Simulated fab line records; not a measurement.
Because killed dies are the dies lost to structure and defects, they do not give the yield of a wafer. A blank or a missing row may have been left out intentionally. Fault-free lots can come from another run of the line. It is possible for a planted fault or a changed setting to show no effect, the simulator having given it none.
Which tool was responsible?    flow rit_cmos    42 wafers from 14 lots sampled at 5 of the route's 202 steps

== WHAT THE GAUGES READ, wafer by wafer ==
RIT_ACTIVE_THK_MEAS_02.
lot   measured     on             ACTIVE_OXIDE_THK (nm)
L948  day 1 12:04  film_metro-01  47.5 47.5 47.3
L949  day 1 18:32  film_metro-01  46.9 46.3 47.0
L951  day 2 04:02  film_metro-02  46.2 46.0 45.6
L952  day 2 09:06  film_metro-02  48.2 48.2 48.4
L954  day 2 18:49  film_metro-01  46.4 46.6 46.6
L956  day 3 04:19  film_metro-03  46.5 46.8 46.7
L958  day 3 14:41  film_metro-02  46.6 46.2 46.8
L960  day 4 01:40  film_metro-01  46.3 45.7 46.4
L961  day 4 05:22  film_metro-02  48.4 49.1 48.2
L963  day 4 15:03  film_metro-02  48.1 47.3 48.4
L964  day 4 20:51  film_metro-02  45.8 45.6 45.4
L965  day 5 01:32  film_metro-01  53.0 53.2 52.7
L966  day 5 06:03  film_metro-01  48.0 47.6 47.4
L967  day 5 11:22  film_metro-02  51.9 52.7 52.5

RIT_M1_RS_MEAS_01: uses a four-point probe to measure.
lot   measured     on             M1_AL_RS (ohm/sq)
L948  day 3 15:58  film_metro-02  0.0732 0.0729 0.0730
L949  day 3 17:46  film_metro-01  0.0733 0.0735 0.0731
L951  day 4 03:02  film_metro-01  0.0737 0.0725 0.0731
L952  day 4 08:14  film_metro-03  0.0742 0.0740 0.0742
L954  day 4 16:46  film_metro-01  0.0737 0.0736 0.0743
L956  day 5 03:46  film_metro-01  0.0735 0.0736 0.0736
L958  day 5 11:28  film_metro-03  0.0736 0.0738 0.0737
L960  day 5 22:25  film_metro-02  0.0731 0.0748 0.0742
L961  day 6 02:37  film_metro-03  0.0739 0.0728 0.0740
L963  day 6 14:21  film_metro-01  0.0730 0.0749 0.0735
L964  day 6 16:03  film_metro-02  0.0741 0.0733 0.0732
L965  day 6 21:04  film_metro-03  0.0727 0.0735 0.0742
L966  day 7 02:54  film_metro-03  0.0743 0.0729 0.0737
L967  day 7 07:21  film_metro-01  0.0735 0.0735 0.0725

RIT_M1_OVL_MEAS_10.
lot   measured     on          M1_OVL (nm)
L948  day 3 17:16  overlay-02  -1.0 -0.5 0.8
L949  day 3 19:04  overlay-02  -1.4 2.4 2.6
L951  day 4 04:12  overlay-02  -0.9 -1.3 0.7
L952  day 4 09:25  overlay-01  2.7 1.2 3.1
L954  day 4 17:56  overlay-02  0.2 -1.4 0.3
L956  day 5 05:04  overlay-02  2.0 -0.8 0.0
L958  day 5 12:39  overlay-02  2.7 0.4 0.7
L960  day 5 23:43  overlay-01  0.5 -1.4 1.2
L961  day 6 03:55  overlay-02  2.0 2.5 -0.3
L963  day 6 15:33  overlay-01  1.1 0.6 1.6
L964  day 6 17:13  overlay-01  -1.4 -1.1 -2.1
L965  day 6 22:15  overlay-01  -0.5 -0.2 0.7
L966  day 7 04:05  overlay-02  1.0 1.8 1.6
L967  day 7 08:39  overlay-01  -1.0 -0.6 -2.0

== WHICH TOOL RAN EACH LOT (tool, then ch and the chambers of the sampled wafers, then the start) ==
lot   RIT_ACTIVE_OXIDATION_01       RIT_SILICIDE_RTA_04
L948  furnace-01 ch 0, day 1 10:07  rtp_anneal-01 ch 0, day 3 12:47
L949  furnace-04 ch 0, day 1 16:37  rtp_anneal-01 ch 0, day 3 14:55
L951  furnace-03 ch 0, day 2 02:06  rtp_anneal-02 ch 0, day 4 00:09
L952  furnace-01 ch 0, day 2 07:10  rtp_anneal-01 ch 0, day 4 05:32
L954  furnace-04 ch 0, day 2 16:53  rtp_anneal-01 ch 0, day 4 13:49
L956  furnace-04 ch 0, day 3 02:22  rtp_anneal-01 ch 0, day 5 00:56
L958  furnace-01 ch 0, day 3 12:46  rtp_anneal-01 ch 0, day 5 08:39
L960  furnace-04 ch 0, day 3 23:43  rtp_anneal-01 ch 0, day 5 19:28
L961  furnace-03 ch 0, day 4 03:25  rtp_anneal-02 ch 0, day 5 23:47
L963  furnace-03 ch 0, day 4 13:07  rtp_anneal-02 ch 0, day 6 11:31
L964  furnace-04 ch 0, day 4 18:55  rtp_anneal-01 ch 0, day 6 13:21
L965  furnace-03 ch 0, day 4 23:37  rtp_anneal-02 ch 0, day 6 18:22
L966  furnace-01 ch 0, day 5 04:07  rtp_anneal-01 ch 0, day 7 00:04
L967  furnace-03 ch 0, day 5 09:26  rtp_anneal-02 ch 0, day 7 04:28
- RIT_ACTIVE_OXIDATION_01: target thk 46.8 nm, ox time 3360 s.
- RIT_SILICIDE_RTA_04: time 10 s, ramp up 5 s, ramp down 5 s.

== WHAT THE TOOLS THEMSELVES READ (means of the sampled wafers that have a number; where no wafer has one, the mark that the record gives instead) ==
RIT_SILICIDE_RTA_04.
lot   tool           wafer_temp_C_max
L948  rtp_anneal-01  654.1
L949  rtp_anneal-01  653.7
L951  rtp_anneal-02  653.4
L952  rtp_anneal-01  654.4
L954  rtp_anneal-01  654.6
L956  rtp_anneal-01  654.5
L958  rtp_anneal-01  654.0
L960  rtp_anneal-01  654.0
L961  rtp_anneal-02  654.6
L963  rtp_anneal-02  653.5
L964  rtp_anneal-01  653.5
L965  rtp_anneal-02  653.1
L966  rtp_anneal-01  654.7
L967  rtp_anneal-02  653.8

== THE ANSWER, worked out from the rows above alone ==
Rule: usual is defined by the lots themselves. The widest of any qualifying gaps counts: lots, ordered by their means at a reading, are off when they make up no more than a third of the lots, leave a main group of 4 or more, and stand apart from it by 3 or more times the standard deviation of that group's means. If all means in a main group match to the digits the tables above print for the reading, that group is not used. Also off: a lot with no number at a reading for which 4 or more lots have one. Where the step has rows for the other lots, those lots are counted as sound. First the gauges in route order, then the tools' own readings, where a lot's mean is used as printed above. At the first step where some lot is off, the reading lying furthest off is the one used; lots without a number count as furthest.
Off: at RIT_ACTIVE_THK_MEAS_02 (ACTIVE_OXIDE_THK), L965, L967. For the main group the mean is 47.0 nm and the standard deviation 0.91.
A tool fits if, at a process step before that reading, it ran every lot that is off, and no sound lot after the first of them. The gauges at RIT_ACTIVE_THK_MEAS_02 are tried like those tools. One fits: RIT_ACTIVE_OXIDATION_01 on furnace-03. Its last sound lot is L963 (day 4 13:07), its first lot that is off L965 (day 4 23:37): a fault that began between those two fits.

== WHAT WAS PUT IN BY THE SIMULATOR ==
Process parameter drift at RIT_ACTIVE_OXIDATION_01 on furnace-03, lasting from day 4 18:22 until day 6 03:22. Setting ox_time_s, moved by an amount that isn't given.
Struck lots among those shown: L965, L967. The same result came from the rule above.
